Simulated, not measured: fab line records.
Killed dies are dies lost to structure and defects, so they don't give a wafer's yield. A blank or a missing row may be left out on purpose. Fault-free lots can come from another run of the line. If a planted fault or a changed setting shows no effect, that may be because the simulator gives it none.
Code-filled problem report in 8D (eight disciplines) form -- flow berkeley cmos170 -- the parts of the form that need people (team, actions taken, sign-off) are left out

1. PROBLEM STATEMENT
M1_AL_RS at UCB170_M1_RS_MEAS_01 reads a mean of 0.0440 ohm/sq on 2 wafers of 1 lot; wafers without a fault read 0.0484 ohm/sq with a standard deviation of 0.0005. Measured from the usual mean, that is -8.8 standard deviations.
The step: measures by four-point-probe.
Seen first at day 10 11:02 on film metro-03, wafer L864.3. The record has a number at this step for 39 wafers belonging to 13 lots. By rule, "out" or "out of limits" means more than 4 standard deviations away from the usual mean. The rest of the wafers with a number are treated as sound.

2. WHAT IT IS, AND WHAT IT ISN'T
question,is,is not
which readings at this step,M1_AL_RS,-
which lots,L864,"L850, L853, L854, L856, L857, L858, L860, L862, L865, L867, L871, L872"
which wafers of those lots,"L864.3, L864.6",L864.1
read on which gauges,film metro-03,"film metro-01, film metro-02"
when,from day 10 11:02,"up to then (28 sound wafers); but 9 sound wafers of L867, L871, L872 came after"

3. SUSPECTS, AND WHAT RULES EACH OUT
Counting: any tool at a process step up to the reading remains a suspect provided it ran every lot that is out. Sound lots after the first of them don't rule it out here, since some wafers of a struck lot are sound.
- the gauge at UCB170_M1_RS_MEAS_01: ruled out. All the wafers that are out were read on film metro-03, but those of them that UCB170_M1_SPUTTER_00 has rows for are out there too, on other tools.
- pvd sputter-02 at UCB170_M1_SPUTTER_00 (material Al, target thk 600 nm, time 80 s): kept. The lot that is out, L864, ran on it at day 10 10:58; the last sound lot it ran before that was L862, at day 9 12:21. Its own readings are out on those wafers: cathode dc power W.
Left after counting: pvd sputter-02 at UCB170_M1_SPUTTER_00.

4. THE CAUSE (what the simulator had put in)
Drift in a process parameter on pvd sputter-02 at UCB170_M1_SPUTTER_00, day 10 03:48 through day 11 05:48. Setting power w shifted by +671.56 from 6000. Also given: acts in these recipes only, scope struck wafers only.
After counting, this tool was the only one left.

5. THE EFFECT CHAIN, in route order
Each row: a reading whose mean over the struck wafers that have a number lies more than 3 standard deviations from the usual. Scope: only readings with a usual standard deviation given in the record; hours: median across lots of the time from each lot's start at the first step in this table that gives one to its start at this step; sigmas: change in usual standard deviations.
hours,step,reading,usual,on struck wafers,change,sigmas
0,UCB170_M1_SPUTTER_00,cathode dc power W,6000.0 W,6670.8,+670.8,+99 or more
0,UCB170_M1_RS_MEAS_01,M1_AL_RS,0.0484 ohm/sq,0.0440,-0.0044,-8.8
3,UCB170_M1_THK_MEAS_02,M1_AL_THK,601 nm,660,+59,+8.6
Process steps it contains:
- UCB170_M1_SPUTTER_00: material Al, target thk 600 nm, time 80 s.

6. HOW IT WOULD HAVE BEEN CAUGHT EARLIER
Counted from the fault's start at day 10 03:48, it took 7 hours until the first out-of-limits reading at a measuring or inspecting step in this record, taken at day 10 11:02.
The tool's own readings at UCB170_M1_SPUTTER_00 were out on every struck wafer that the step has a row for (cathode dc power W): an alarm limit on them would have fired on the first of those.
All the lots that are out (1) had begun UCB170_M1_SPUTTER_00 on pvd sputter-02 by day 10 11:02. Holding the tool at that point would not have protected any of them.
